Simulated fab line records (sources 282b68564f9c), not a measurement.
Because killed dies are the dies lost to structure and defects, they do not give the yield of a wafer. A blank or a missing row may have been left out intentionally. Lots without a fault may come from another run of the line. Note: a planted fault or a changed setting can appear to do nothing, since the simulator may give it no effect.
2 desks, one fault / flow rit cmos / what lay behind the numbers comes last; until then each desk has only its own

## THE METROLOGY DESK
Means of the sampled wafers that have a number, per lot and without regard to the tool the lot ran on: this is what the gauges read. Marked OUT: a lot whose mean sits more than 4 standard deviations from the usual mean, which makes it out of limits; the brackets give that distance.
Columns: A = REOX_OXIDE_THK at RIT_REOX_THK_MEAS_04, usual 25.5 nm
lot=L806; first seen here=day 3 00:30; A=24.7
lot=L807; first seen here=day 3 04:29; A=25.7
lot=L808; first seen here=day 3 11:09; A=25.5
lot=L809; first seen here=day 3 13:14; A=25.8
lot=L814; first seen here=day 4 14:05; A=24.5
lot=L815; first seen here=day 4 22:28; A=17.5 (-14) OUT
lot=L816; first seen here=day 5 02:20; A=17.2 (-14) OUT
lot=L817; first seen here=day 5 05:42; A=17.3 (-14) OUT
lot=L819; first seen here=day 5 15:11; A=25.7
lot=L821; first seen here=day 6 02:07; A=24.9
lot=L822; first seen here=day 6 06:06; A=26.2
lot=L824; first seen here=day 6 15:32; A=25.9
lot=L825; first seen here=day 6 20:59; A=25.4
lot=L826; first seen here=day 7 02:20; A=25.3
lot=L828; first seen here=day 7 12:13; A=26.0
This desk reports L815, L816, L817 out of limits; the earliest was L815 at day 4 22:28 (REOX_OXIDE_THK at RIT_REOX_THK_MEAS_04). In limits: L806, L807, L808, L809, L814, L819, L821, L822, L824, L825, L826, L828.

## TOOL OWNER'S DESK, furnace-02
The tool's own readings at RIT_REOX_OXIDATION_03 (target thk 25.2 nm, ox time 5580 s): means of the sampled wafers that have a number, for each lot that ran on this tool. Marked OUT: a lot whose mean sits more than 4 standard deviations from the usual mean, which makes it out of limits; the brackets give that distance.
Columns: A = spike tc centre C at RIT_REOX_OXIDATION_03, usual 902.6 C; B = spike tc load C at RIT_REOX_OXIDATION_03, usual 925 C; C = spike tc source C at RIT_REOX_OXIDATION_03, usual 922.1 C; D = tube center temp C at RIT_REOX_OXIDATION_03, usual 899.99 C; E = tube_center_temp_C_max at RIT_REOX_OXIDATION_03, usual 902.4; F = zone power load pct at RIT_REOX_OXIDATION_03, usual 25.9 %; G = zone power source pct at RIT_REOX_OXIDATION_03, usual 24.7 %
lot=L806; first seen here=day 2 21:56; A=903.1; B=919; C=918.3; D=899.99; E=902.2; F=25.8; G=24.4
lot=L808; first seen here=day 3 08:35; A=902.9; B=919; C=918.3; D=900.02; E=902.5; F=25.8; G=24.2
lot=L815; first seen here=day 4 19:55; A=862.1 (-37) OUT; B=878 (-10) OUT; C=877.8 (-15) OUT; D=859.28 (-99 or more) OUT; E=861.9 (-99 or more) OUT; F=23.1 (-4.4) OUT; G=22.0 (-5.9) OUT
lot=L816; first seen here=day 4 23:47; A=862.7 (-36) OUT; B=878 (-10) OUT; C=877.3 (-15) OUT; D=859.31 (-99 or more) OUT; E=861.4 (-99 or more) OUT; F=23.1 (-4.5) OUT; G=22.3 (-5.3) OUT
lot=L817; first seen here=day 5 03:08; A=861.7 (-37) OUT; B=878 (-10) OUT; C=876.0 (-16) OUT; D=859.26 (-99 or more) OUT; E=861.5 (-99 or more) OUT; F=23.3 (-4.2) OUT; G=22.1 (-5.7) OUT
Finding of this desk: L815, L816, L817 out of limits; the first was L815 at day 4 19:55, on spike tc centre C at RIT_REOX_OXIDATION_03. In limits: L806, L808.

## BROUGHT TOGETHER
The tool owner's desk could have raised an alarm at day 4 19:55, on L815, L816, L817.
Metrology desk: alarm possible at day 4 22:28 on L815, L816, L817.
All the named lots went through RIT_REOX_OXIDATION_03 on furnace-02.

## WHAT THE SIMULATOR HAD PUT IN
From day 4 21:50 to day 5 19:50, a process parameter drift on furnace-02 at RIT_REOX_OXIDATION_03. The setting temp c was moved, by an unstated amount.
Lots struck among those shown: L815, L816, L817.
